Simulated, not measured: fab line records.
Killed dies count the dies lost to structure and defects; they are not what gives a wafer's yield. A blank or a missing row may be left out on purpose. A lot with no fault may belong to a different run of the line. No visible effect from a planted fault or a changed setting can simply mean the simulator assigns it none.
A lot that was struck, set against a sound lot / flow rit_cmos / 26 steps out of a route of 202
Sound: these wafers, L377.3, L377.4, L377.5. Struck: wafers L386.1, L386.2, L386.6. Last of all comes the cause.
Order at every step that has rows: each side's tool, ch and its chambers, its first start. Under that, the readings that differ: sound wafers / struck wafers / difference of the means / sigmas: that difference in standard deviations of wafers without a fault.
alike: same words and numbers on both sides, and readings whose means sit less than 2 such deviations apart. not compared: any withheld reading, any reading some wafer has no value for, any bound like >300 that may hide the same value, and any number with overlapping values for which the record gives no deviation.
The two part at a step that has a row with sigmas, a row that says differs or no value, or rows on one side only. Numbers that don't overlap but have no deviation are shown without sigmas and don't part them. Lack of a reading on every wafer of one side parts them only where that side has two or more wafers.

first, 1 step without rows for these wafers: RIT_WELLDRIVE_ANNEAL_00 (time 14700 s).
RIT_WELLDRIVE_RS_MEAS_01: uses a four-point probe to measure.
  sound on film_metro-01 at day 2 12:54; struck on film_metro-02 at day 4 08:38
  alike: NWELL_RS
RIT_WELLDRIVE_RS_MEAS_02: uses a four-point probe to measure.
  sound on film_metro-01 at day 2 13:01; struck on film_metro-02 at day 4 08:45
  alike: PWELL_RS
then, 6 steps without rows for these wafers: RIT_NRETRO_HMDS_00 (prime time 60 s); RIT_NRETRO_COAT_01 (resist thk 1300 nm); RIT_NRETRO_SOFTBAKE_02 (time 60 s); RIT_NRETRO_EXPOSE_03 (exposes mask M4, target cd 43900 nm); RIT_NRETRO_PEB_04; RIT_NRETRO_DEVELOP_05 (develop time 68 s).
RIT_NRETRO_OVL_MEAS_06:
  sound on overlay-01 at day 2 14:14; struck on overlay-01 at day 4 09:52
  alike: NRETRO_OVL
then, 2 steps without rows for these wafers: RIT_NRETRO_HARDBAKE_07 (time 120 s); RIT_NRETRO_IMPLANT_08.
RIT_NRETRO_STRIP_09: strips in O2, time 180 s.
  sound on plasma_asher-01 ch 0,1, day 2 14:43; struck on plasma_asher-01 ch 0,1, day 4 10:19
  no value came back on the struck wafers for chamber_pressure_mTorr (mTorr), drypump_motor_current_A (A), rf_refl_power_W (W); on the sound wafers chamber_pressure_mTorr (mTorr) reads 4005 4000 4000
reading=model.NOVOLAK_of_NRETRO_COAT_01.thk_nm (nm); sound=0 0 0; struck=1143 1144 1146; difference=+1144; sigmas=
  not compared: rf_hours_counter_h
RIT_NRETRO_TW_MEAS_10:
  sound on film_metro-02 at day 2 14:51; struck on film_metro-04 at day 4 10:29
reading=NRETRO_TW; sound=1049 1051 1051; struck=1066 1072 1071; difference=+19; sigmas=+2
then, 6 steps without rows for these wafers: RIT_PRETRO_HMDS_00 (prime time 60 s); RIT_PRETRO_COAT_01 (resist thk 1300 nm); RIT_PRETRO_SOFTBAKE_02 (time 60 s); RIT_PRETRO_EXPOSE_03 (exposes mask M5, target cd 43700 nm); RIT_PRETRO_PEB_04; RIT_PRETRO_DEVELOP_05 (develop time 66.59 s).
RIT_PRETRO_OVL_MEAS_06:
  sound on overlay-01 at day 2 15:47; struck on overlay-01 at day 4 11:26
  alike: PRETRO_OVL
then, 2 steps without rows for these wafers: RIT_PRETRO_HARDBAKE_07 (time 120 s); RIT_PRETRO_IMPLANT_08.
RIT_PRETRO_STRIP_09: strips in O2, time 180 s.
  sound on plasma_asher-04 ch 0,1, day 2 16:16; struck on plasma_asher-03 ch 0,1, day 4 11:52
  alike: chamber_pressure_mTorr, drypump_motor_current_A, rf_refl_power_W
  not compared: rf_hours_counter_h
RIT_PRETRO_TW_MEAS_10:
  sound on film_metro-01 at day 2 16:24; struck on film_metro-01 at day 4 12:02
reading=PRETRO_TW; sound=478 478 477; struck=30 30 30; difference=-448; sigmas=-99 or more
then, 1 step without rows for these wafers: RIT_GATE_WET_ETCH_00 (etches SiO2 in BOE, target depth 56 nm, time 60 s).

WHERE THEY PART
First at RIT_NRETRO_STRIP_09; last, within this record, at RIT_PRETRO_TW_MEAS_10.

WHY: what had been put in by the simulator
Skipped step whole: plasma_asher-01, from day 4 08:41 on, at RIT_NRETRO_STRIP_09. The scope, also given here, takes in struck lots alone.
